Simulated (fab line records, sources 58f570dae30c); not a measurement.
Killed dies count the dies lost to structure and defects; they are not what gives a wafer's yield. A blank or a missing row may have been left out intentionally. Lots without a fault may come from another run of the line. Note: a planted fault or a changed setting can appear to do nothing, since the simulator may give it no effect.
Chamber matching -- flow berkeley_cmos170 -- cmp-01 running UCB170_V1_CMP_02: 4 sister chambers
The step polishes SiO2. 4 wafers are shown with their chamber, then 8 later ones without.

== WAFERS, EACH WITH ITS CHAMBER ==
wafer,chamber,motor_current_A (A)
L204.3,3,17.5
L207.3,2,15.4
L207.6,1,15.7
L211.3,0,16.9

== WAFERS MISSING THEIR CHAMBER ==
wafer,motor_current_A (A)
L211.5,15.7
L211.6,16.0
L213.1,15.2
L213.2,15.4
L213.6,15.4
L216.1,16.2
L216.3,16.0
L216.5,16.2

== CHAMBER TAKEN BY EACH ==
wafer,from the rows above,in truth
L211.5,can't be placed: 1 or 2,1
L211.6,can't be placed: 1 or 2 or 0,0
L213.1,can't be placed: 2 or 1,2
L213.2,can't be placed: 2 or 1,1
L213.6,can't be placed: 2 or 1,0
L216.1,can't be placed: 1 or 0 or 2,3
L216.3,can't be placed: 1 or 2 or 0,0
L216.5,can't be placed: 1 or 0 or 2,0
Correctly placed: 0 of 8. Not placeable from these rows: 8 (in 6, the candidates include the true chamber). Placed wrongly: 0.
How it was worked out, from the rows above alone: a wafer's distance from a chamber is the root of the sum, over the readings, of the square of ((its reading less the chamber's mean) divided by the reading's scatter). The wafer belongs to the nearest chamber; if the next one is less than 2 further off, it can't be placed. Each chamber's mean is taken over the wafers shown for it. The scatter (one wafer shown for each chamber): square how far every hidden wafer sits from the nearest shown wafer, average those squares and take the square root.
